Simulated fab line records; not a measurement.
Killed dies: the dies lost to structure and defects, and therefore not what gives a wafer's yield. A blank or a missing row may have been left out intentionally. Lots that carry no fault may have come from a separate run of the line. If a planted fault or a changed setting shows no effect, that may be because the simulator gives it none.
Which tool did it? | flow berkeley_cmos170 | Sampling: 15 lots, 45 wafers, 5 of 331 route steps

== WHAT EACH GAUGE READ, for each wafer ==
UCB170_M1_OVL_MEAS_10.
lot  | measured     | on         | M1_OVL (nm)
L792 | day 6 16:40  | overlay-01 | -4 -3 -2
L793 | day 7 03:09  | overlay-02 | 0 6 0
L794 | day 7 05:20  | overlay-02 | -1 -4 -2
L795 | day 7 16:31  | overlay-01 | -4 1 -1
L798 | day 8 01:04  | overlay-02 | 1 -2 -9
L797 | day 8 05:05  | overlay-02 | -3 -11 -9
L799 | day 8 05:45  | overlay-02 | -6 -5 -2
L800 | day 8 07:30  | overlay-02 | 0 9 1
L801 | day 8 18:18  | overlay-02 | -1 -6 -6
L803 | day 9 12:37  | overlay-02 | 8 1 6
L802 | day 9 13:19  | overlay-01 | -4 -8 -10
L804 | day 9 19:49  | overlay-01 | -6 4 -2
L805 | day 9 20:29  | overlay-01 | 6 -1 4
L812 | day 11 09:55 | overlay-01 | 1 5 3
L815 | day 12 00:52 | overlay-02 | -4 -4 -11

UCB170_V2_THK_MEAS_01.
lot  | measured     | on            | V2_TEOS_THK (nm)
L792 | day 7 02:29  | film_metro-02 | 1983 1997 2007
L793 | day 7 13:59  | film_metro-03 | 1912 1935 1962
L794 | day 7 15:24  | film_metro-01 | 2009 1982 2023
L795 | day 8 03:06  | film_metro-03 | 1993 2002 2005
L798 | day 8 13:10  | film_metro-01 | 1976 1993 2018
L797 | day 8 13:40  | film_metro-02 | 2006 2001 2044
L799 | day 8 13:37  | film_metro-03 | 2019 2016 2009
L800 | day 8 23:43  | film_metro-02 | 1989 2001 1996
L801 | day 9 05:30  | film_metro-01 | 1983 1977 2001
L803 | day 10 00:04 | film_metro-02 | 3931 3945 3974 3931 3947 3973
L802 | day 10 00:15 | film_metro-02 | 1954 2003 1995
L804 | day 10 05:20 | film_metro-01 | 1987 2044 2020
L805 | day 10 05:55 | film_metro-03 | 3924 3992 3963 3927 3991 3963
L812 | day 11 20:44 | film_metro-02 | 3897 3989 3956 3896 3990 3956
L815 | day 12 13:09 | film_metro-01 | 2000 2018 2006

UCB170_V2_OVL_MEAS_13.
lot  | measured     | on         | V2_OVL (nm)
L792 | day 7 05:30  | overlay-02 | 0 0 -5
L793 | day 7 15:55  | overlay-01 | 3 -4 -1
L794 | day 7 17:05  | overlay-02 | 9 6 12
L795 | day 8 05:07  | overlay-01 | -10 -1 3
L798 | day 8 15:08  | overlay-02 | 7 2 4
L797 | day 8 15:47  | overlay-01 | -1 5 1
L799 | day 8 15:41  | overlay-02 | -6 2 2
L800 | day 9 01:31  | overlay-01 | 4 0 0
L801 | day 9 07:11  | overlay-02 | 0 -6 -5
L802 | day 10 02:01 | overlay-01 | -4 -6 -2
L804 | day 10 07:09 | overlay-02 | 7 -2 -2
L815 | day 12 15:21 | overlay-02 | 1 1 3

== EACH LOT AND THE TOOL THAT RAN IT (in order: tool; ch and the chambers of the sampled wafers; start) ==
lot  | UCB170_V1_CMP_02             | UCB170_V2_CVD_00
L792 | cmp-02 ch 1,2,3, day 6 20:16 | pecvd-04 ch 0,1, day 7 02:14
L793 | cmp-02 ch 1,2,3, day 7 06:11 | pecvd-02 ch 0,1, day 7 13:50
L794 | cmp-01 ch 0,1,2, day 7 09:01 | pecvd-04 ch 0,1,2, day 7 15:15
L795 | cmp-02 ch 0,2, day 7 22:07   | pecvd-01 ch 0,1,2, day 8 02:56
L798 | cmp-02 ch 1,2,3, day 8 08:11 | pecvd-04 ch 0,1, day 8 13:01
L797 | cmp-02 ch 1,2,3, day 8 08:29 | pecvd-01 ch 1,2, day 8 13:30
L799 | cmp-01 ch 1,2, day 8 08:11   | pecvd-02 ch 0,1, day 8 13:26
L800 | cmp-02 ch 0,3, day 8 15:01   | pecvd-01 ch 0,1,2, day 8 23:33
L801 | cmp-01 ch 2,3, day 9 00:39   | pecvd-01 ch 0,1,2, day 9 05:20
L803 | cmp-02 ch 0,2,3, day 9 18:38 | pecvd-04 ch 1,2, day 9 23:34
L802 | cmp-01 ch 0,2, day 9 18:35   | pecvd-02 ch 0,2, day 10 00:05
L804 | cmp-02 ch 1,2,3, day 9 23:23 | pecvd-01 ch 0,1, day 10 05:10
L805 | cmp-01 ch 0,1,2, day 9 23:20 | pecvd-04 ch 1,2, day 10 05:26
L812 | cmp-02 ch 1,3, day 11 14:54  | pecvd-04 ch 0,1,2, day 11 20:14
L815 | cmp-02 ch 2,3, day 12 04:28  | pecvd-02 ch 0,2, day 12 12:55
- UCB170_V1_CMP_02: polishes SiO2.
- UCB170_V2_CVD_00: deposits SiO2 from TEOS/O2, target thk 2000 nm, time 250 s.

== WHAT THE TOOLS THEMSELVES READ (means of the sampled wafers that have a number; where no wafer has one, the mark that the record gives instead) ==
UCB170_V1_CMP_02.
lot  | tool   | head_pressure_psi (psi) | motor_current_A (A)
L792 | cmp-02 | 5.978                   | 16.6
L793 | cmp-02 | 5.998                   | 16.7
L794 | cmp-01 | 5.994                   | 15.2
L795 | cmp-02 | 5.997                   | 14.6
L798 | cmp-02 | 6.002                   | 16.6
L797 | cmp-02 | 6.004                   | 16.4
L799 | cmp-01 | 6.003                   | 16.4
L800 | cmp-02 | 5.991                   | 15.2
L801 | cmp-01 | 6.005                   | 16.4
L803 | cmp-02 | 5.993                   | 15.7
L802 | cmp-01 | 5.996                   | 15.8
L804 | cmp-02 | 6.014                   | 16.1
L805 | cmp-01 | 5.997                   | 15.7
L812 | cmp-02 | 6.014                   | 17.4
L815 | cmp-02 | 5.993                   | 15.2

UCB170_V2_CVD_00.
lot  | tool     | heater_power_w (W)
L792 | pecvd-04 | 311
L793 | pecvd-02 | 262
L794 | pecvd-04 | 269
L795 | pecvd-01 | 244
L798 | pecvd-04 | 307
L797 | pecvd-01 | 217
L799 | pecvd-02 | 253
L800 | pecvd-01 | 254
L801 | pecvd-01 | 259
L803 | pecvd-04 | 265
L802 | pecvd-02 | 311
L804 | pecvd-01 | 274
L805 | pecvd-04 | 243
L812 | pecvd-04 | 244
L815 | pecvd-02 | 324

== THE ANSWER, worked out from the rows above alone ==
Rule: what is usual is taken from the lots themselves. The widest of any qualifying gaps counts: lots, ordered by their means at a reading, are off when they make up no more than a third of the lots, leave a main group of 4 or more, and stand apart from it by 3 or more times the standard deviation of that group's means. A main group whose means are all the same, to the digits that the tables above print for the reading, isn't used. A lot without any number at a reading at which 4 lots or more have one is off too. Where the step has rows for the other lots, those lots are counted as sound. After the gauges, taken in route order, come the tools' own readings; for these a lot's mean is taken, as printed above. At the first step where some lot is off, the reading lying furthest off is the one used; lots without a number count as furthest.
Off: L803, L805, L812, at UCB170_V2_THK_MEAS_01 (V2_TEOS_THK). The main group has a mean of 1996 nm with a standard deviation of 21.
A tool fits if, at a process step before that reading, it ran every lot that is off, and no sound lot after the first of them. Those tools and the gauges at UCB170_V2_THK_MEAS_01 are tried in the same way. One fits: pecvd-04 at UCB170_V2_CVD_00. A fault onset in the window from L798 (day 8 13:01, its last sound lot) to L803 (day 9 23:34, its first lot off) fits.

== WHAT THE SIMULATOR HAD PUT IN ==
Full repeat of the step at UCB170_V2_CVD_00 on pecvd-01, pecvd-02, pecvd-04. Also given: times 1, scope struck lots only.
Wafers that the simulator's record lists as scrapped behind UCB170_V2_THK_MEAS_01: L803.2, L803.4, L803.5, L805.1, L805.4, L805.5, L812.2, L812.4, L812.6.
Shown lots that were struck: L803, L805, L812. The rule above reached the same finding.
